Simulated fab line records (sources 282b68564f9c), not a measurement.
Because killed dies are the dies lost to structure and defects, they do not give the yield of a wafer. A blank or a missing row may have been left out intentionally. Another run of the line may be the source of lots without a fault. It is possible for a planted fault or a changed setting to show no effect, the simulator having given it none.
Struck lot and sound lot, side by side + flow ritCmos + 21 steps out of a route of 202
Sound: the wafers L648.2, L648.3, L648.5. Struck: wafers L661.1, L661.2, L661.4. Last of all comes the cause.
Order at every step that has rows: each side's tool, ch and its chambers, its first start. Under that, the readings that differ: sound wafers + struck wafers + difference of the means + sigmas: that difference in standard deviations of wafers without a fault.
alike: readings whose means differ by less than 2 such deviations, and words and numbers that are the same on both sides. not compared: withheld readings, readings that some wafer has no value for, bounds like >300 that may hide the same value, and numbers for which the record gives no deviation and whose values overlap.
The two part at a step that has a row with sigmas, a row that says differs or no value, or rows on one side only. Numbers that have no deviation but don't overlap get no sigmas and don't part them. A reading that every wafer of one side lacks parts them only if that side has two wafers or more.

first, 6 steps without rows for these wafers: RIT_NRETRO_HMDS_00 (prime time 60 s); RIT_NRETRO_COAT_01 (resist thk 1300 nm); RIT_NRETRO_SOFTBAKE_02 (time 60 s); RIT_NRETRO_EXPOSE_03 (exposes mask M4, target cd 43900 nm); RIT_NRETRO_PEB_04; RIT_NRETRO_DEVELOP_05 (develop time 68 s).
RIT_NRETRO_OVL_MEAS_06:
  sound on overlay-01, day 2 16:59; struck on overlay-01, day 5 09:05
  alike: NRETRO_OVL
then, 2 steps without rows for these wafers: RIT_NRETRO_HARDBAKE_07 (time 120 s); RIT_NRETRO_IMPLANT_08.
RIT_NRETRO_STRIP_09: strips in O2, time 180 s.
  sound on plasmaAsher-04 ch 0,1, day 2 17:25; struck on plasmaAsher-03 ch 0,1, day 5 09:32
| reading                  | sound       | struck      | difference | sigmas |
|--------------------------|-------------|-------------|------------|--------|
| drypumpMotorCurrentA (A) | 4.8 5.4 4.8 | 6.2 5.9 6.1 | +1.1       | +2     |
  alike: chamberPressureMTorr
  not compared: rfHoursCounterH
RIT_NRETRO_TW_MEAS_10:
  sound on filmMetro-01, day 2 17:37; struck on filmMetro-02, day 5 09:43
  alike: NRETRO_TW
then, 1 step without rows for these wafers: RIT_PRETRO_HMDS_00 (prime time 60 s).
RIT_PRETRO_COAT_01: resist thk 1300 nm.
  sound on lithoTrack-02 ch 0, day 2 17:50; struck on lithoTrack-01 ch 0, day 5 09:55
| reading                                    | sound                | struck               | difference | sigmas      |
|--------------------------------------------|----------------------|----------------------|------------|-------------|
| exhaustPa (Pa)                             | 44.2 44.7 45.0       | 46.6 45.8 46.2       | +1.6       | +2          |
| spinSpeedRpm (rpm)                         | 2000.3 1998.4 1996.9 | 1819.2 1816.4 1817.3 | -180.9     | -99 or more |
| model.NOVOLAK_of_PRETRO_COAT_01.thkNm (nm) | 1303 1303 1306       | 1371 1377 1373       | +70        |             |
then, 4 steps without rows for these wafers: RIT_PRETRO_SOFTBAKE_02 (time 60 s); RIT_PRETRO_EXPOSE_03 (exposes mask M5, target cd 43700 nm); RIT_PRETRO_PEB_04; RIT_PRETRO_DEVELOP_05 (develop time 68 s).
RIT_PRETRO_OVL_MEAS_06:
  sound on overlay-02, day 2 18:32; struck on overlay-01, day 5 10:46
  alike: PRETRO_OVL
RIT_PRETRO_HARDBAKE_07: time 120 s.
  sound on lithoTrack-01 ch 0, day 2 18:37; struck on lithoTrack-03 ch 0, day 5 10:49
| reading                                    | sound          | struck         | difference | sigmas |
|--------------------------------------------|----------------|----------------|------------|--------|
| model.NOVOLAK_of_PRETRO_COAT_01.thkNm (nm) | 1140 1140 1142 | 1198 1203 1199 | +59        |        |
  alike: exhaustPa
following that, these wafers have no rows for 1 step: RIT_PRETRO_IMPLANT_08.
RIT_M1_PROBE_99:
  sound on prober-02, day 3 21:19; struck on prober-01, day 6 16:22
  alike: killedAtContacts, killedAtFrontEnd, killedDies, killedOpen, killedShort

== WHERE THEY PART ==
Earliest at RIT_NRETRO_STRIP_09; latest, in this record, at RIT_PRETRO_COAT_01. Later steps at which nothing parts them and some readings are alike: RIT_PRETRO_OVL_MEAS_06, RIT_PRETRO_HARDBAKE_07, RIT_M1_PROBE_99.

WHY: what had been put in by the simulator
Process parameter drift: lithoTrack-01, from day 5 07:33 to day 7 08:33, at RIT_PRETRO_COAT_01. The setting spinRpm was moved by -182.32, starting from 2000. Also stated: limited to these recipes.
